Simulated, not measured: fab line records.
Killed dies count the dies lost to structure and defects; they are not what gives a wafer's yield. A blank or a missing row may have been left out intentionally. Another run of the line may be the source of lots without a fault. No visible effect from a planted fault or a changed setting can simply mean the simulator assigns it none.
One fault through the eyes of 2 desks :: flow ritCmos :: each desk has only its own numbers; what lay behind them comes last

== AT THE TOOL OWNER'S DESK: rieSi-01 ==
The tool's own readings at RIT_GATE_ETCH_19 (etches poly-Si in SF6/CHF3/O2, stops on SiO2, time 165 s, target depth 312.5 nm): means of the sampled wafers that have a number, for each lot that ran on this tool. Any lot whose mean is over 4 standard deviations away from the usual mean is out of limits and marked OUT; that distance is given in the brackets.
Columns: A = drypumpMotorCurrentA at RIT_GATE_ETCH_19, usual 5.6 A; B = oesProductAu at RIT_GATE_ETCH_19, usual 0.843 a.u.; C = throttleValvePct at RIT_GATE_ETCH_19, usual 10.26 %
lot: L266
first seen here: day 4 04:22
A: 5.3
B: 0.839
C: 10.30

lot: L268
first seen here: day 4 09:54
A: 5.3
B: 0.839
C: 10.32

lot: L282
first seen here: day 7 08:31
A: 5.4
B: 0.839
C: 10.31
This desk's verdict: no lot among the 3 shows anything out of limits.

== FROM THE METROLOGY DESK ==
Means of the sampled wafers that have a number, per lot and without regard to the tool the lot ran on: this is what the gauges read. Any lot whose mean is over 4 standard deviations away from the usual mean is out of limits and marked OUT; that distance is given in the brackets.
Columns: A = GATE_OXIDE_THK at RIT_GATE_THK_MEAS_07, usual 3.04 nm; B = GATE_POLY_THK at RIT_GATE_THK_MEAS_09, usual 249.4 nm; C = cdNm at RIT_GATE_CD_MEAS_16, usual 150.6 nm; D = GATE_OVL at RIT_GATE_OVL_MEAS_17, usual 0.0 nm
lot: L259
first seen here: day 2 09:40
A: 2.98
B: 253.8
C: 147.3
D: 3.2

lot: L266
first seen here: day 4 01:22
A: 3.06
B: 248.5
C: 148.2
D: 0.4

lot: L268
first seen here: day 4 07:02
A: 3.04
B: 248.7
C: 147.4
D: 0.6

lot: L277
first seen here: day 6 09:20
A: 3.10
B: 246.7
C: 155.1
D: 0.3

lot: L279
first seen here: day 6 17:34
A: 3.00
B: 252.3
C: 155.6
D: -0.1

lot: L282
first seen here: day 7 05:28
A: 3.01
B: 248.4
C: 149.7
D: 0.0
This desk's verdict: no lot among the 6 shows anything out of limits.

== BROUGHT TOGETHER ==
Nothing out of limits was seen by the tool owner's desk.
Nothing out of limits was seen by the metrology desk.

== WHAT WAS PUT IN BY THE SIMULATOR ==
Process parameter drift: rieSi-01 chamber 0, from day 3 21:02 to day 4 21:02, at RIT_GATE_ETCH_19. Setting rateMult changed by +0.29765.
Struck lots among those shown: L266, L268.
